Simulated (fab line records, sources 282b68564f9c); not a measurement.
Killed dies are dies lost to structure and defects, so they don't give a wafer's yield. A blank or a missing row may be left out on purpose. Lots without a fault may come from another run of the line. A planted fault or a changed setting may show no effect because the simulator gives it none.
A struck lot beside a sound one | flow rit_cmos | 19 steps out of a route of 202
Sound: wafers L634.1, L634.4, L634.5. Struck: wafers L648.1, L648.4, L648.5. The cause comes at the end.
At each step with rows: each side's tool, then ch and its chambers, then its first start. Under that, the readings that differ: sound wafers | struck wafers | difference of the means | sigmas: that difference in standard deviations of wafers without a fault.
alike: readings whose means differ by less than 2 such deviations, and words and numbers that are the same on both sides. not compared: withheld readings, readings that some wafer has no value for, bounds like >300 that may hide the same value, and numbers for which the record gives no deviation and whose values overlap.
The two part at a step that has a row with sigmas, a row that says differs or no value, or rows on one side only. Numbers that don't overlap but have no deviation are shown without sigmas and don't part them. A reading that every wafer of one side lacks parts them only if that side has two wafers or more.

first, 1 step without rows for these wafers: RIT_SILICIDE_WET_ETCH_00 (etches SiO2 in BOE, target depth 14 nm, time 15 s).
RIT_SILICIDE_SPUTTER_01: material Ti, target thk 30 nm, time 240 s.
  sound on pvd_sputter-02, day 3 14:41; struck on pvd_sputter-02, day 6 10:46
  alike: throttle_valve_pct
RIT_SILICIDE_RS_MEAS_02: measures by four-point-probe.
  sound on film_metro-03, day 3 14:50; struck on film_metro-04, day 6 10:55
  alike: SILICIDE_TI_RS
RIT_SILICIDE_THK_MEAS_03: measures by xrf.
  sound on film_metro-03, day 3 14:58; struck on film_metro-04, day 6 11:02
  reading              | sound          | struck         | difference | sigmas
  SILICIDE_TI_THK (nm) | 30.3 30.3 30.0 | 29.4 29.4 29.3 | -0.8       | -2
RIT_SILICIDE_RTA_04: time 10 s, ramp up 5 s, ramp down 5 s.
  sound on rtp_anneal-02 ch 0, day 3 15:01; struck on rtp_anneal-01 ch 0, day 6 11:05
  alike: wafer_temp_C_max
then, 1 step without rows for these wafers: RIT_SILICIDE_WET_ETCH_05 (etches Ti in SPM, time 120 s).
RIT_SILICIDE_RTA_06: time 10 s, ramp up 5 s, ramp down 10 s.
  sound on rtp_anneal-02 ch 0, day 3 15:08; struck on rtp_anneal-02 ch 0, day 6 11:13
  alike: wafer_temp_C_max
RIT_CONTACT_CVD_00: deposits SiO2 from TEOS, target thk 400 nm, time 61 s.
  sound on pecvd-04 ch 1,2, day 3 15:12; struck on pecvd-03 ch 0,1, day 6 11:17
  alike: heater_power_w
RIT_CONTACT_THK_MEAS_01:
  sound on film_metro-03, day 3 15:15; struck on film_metro-03, day 6 11:20
  alike: CONTACT_TEOS_THK
then, 3 steps without rows for these wafers: RIT_CONTACT_HMDS_02 (prime time 60 s); RIT_CONTACT_COAT_03 (resist thk 1000 nm); RIT_CONTACT_SOFTBAKE_04 (time 60 s).
RIT_CONTACT_EXPOSE_05: exposes mask M11, target cd 1000 nm.
  sound on iline_stepper-02 ch 0, day 3 15:53; struck on iline_stepper-01 ch 0, day 6 11:50
  reading                         | sound                   | struck      | difference | sigmas
  model.CONTACT.overlay_x_nm (nm) | 0.08319 0.08319 0.08319 | 240 240 240 | +240       |
  alike: mask
then, 2 steps without rows for these wafers: RIT_CONTACT_PEB_06; RIT_CONTACT_DEVELOP_07 (develop time 125.5 s).
RIT_CONTACT_CD_MEAS_08: target cd 1000 nm.
  sound on cd_sem-02, day 3 16:24; struck on cd_sem-02, day 6 12:22
  alike: cd_nm
RIT_CONTACT_OVL_MEAS_09:
  sound on overlay-01, day 3 16:31; struck on overlay-02, day 6 12:29
  reading          | sound       | struck            | difference | sigmas
  CONTACT_OVL (nm) | 2.8 0.1 2.1 | 240.4 238.0 240.2 | +237.9     | +99 or more
then, 1 step without rows for these wafers: RIT_CONTACT_HARDBAKE_10 (time 60 s).
RIT_M1_PROBE_99:
  sound on prober-02, day 4 00:51; struck on prober-02, day 6 20:12
  reading                                                 | sound                | struck               | difference | sigmas
  model.etest.nmos_0p15.junction_log10_a_um               | -13.67 -13.45 -13.73 | -12.54 -12.64 -12.71 | +0.99      |
  model.etest.contact_to_gate.over_limit                  | 0 0 0                | 1 1 1                | +1         |
  model.etest.contact_to_gate.short                       | 0 0 0                | 1 1 1                | +1         |
  model.etest.nmos_narrow.off_log10_a_um                  | -13.4 -13.26 -13.14  | -12.54 -12.59 -12.63 | +0.68      |
  model.etest.gate_end_array.leak_log10_a_um              | -13.06 -13.1 -12.99  | -12.3 -12.28 -12.38  | +0.7       |
  model.etest.nmos_0p3.off_log10_a_um                     | -13.17 -13.19 -13.23 | -12.48 -12.5 -12.6   | +0.67      |
  model.etest.pmos_0p15.junction_log10_a_um               | -13.8 -13.88 -13.82  | -13.38 -13.43 -13.5  | +0.40      |
  model.etest.contact_diode_array.leak_log10_a (angstrom) | -9.267 -9.358 -9.164 | -8.945 -9.123 -9.052 | +0.223     |
  alike: killed_at_M0_to_M3, killed_at_contacts, killed_at_front_end, killed_dies, killed_on_rim, killed_open, killed_short

WHERE THEY PART
First at RIT_SILICIDE_THK_MEAS_03; last, within this record, at RIT_CONTACT_OVL_MEAS_09. Later steps at which nothing parts them and some readings are alike: RIT_M1_PROBE_99.

WHY: what the simulator had put in
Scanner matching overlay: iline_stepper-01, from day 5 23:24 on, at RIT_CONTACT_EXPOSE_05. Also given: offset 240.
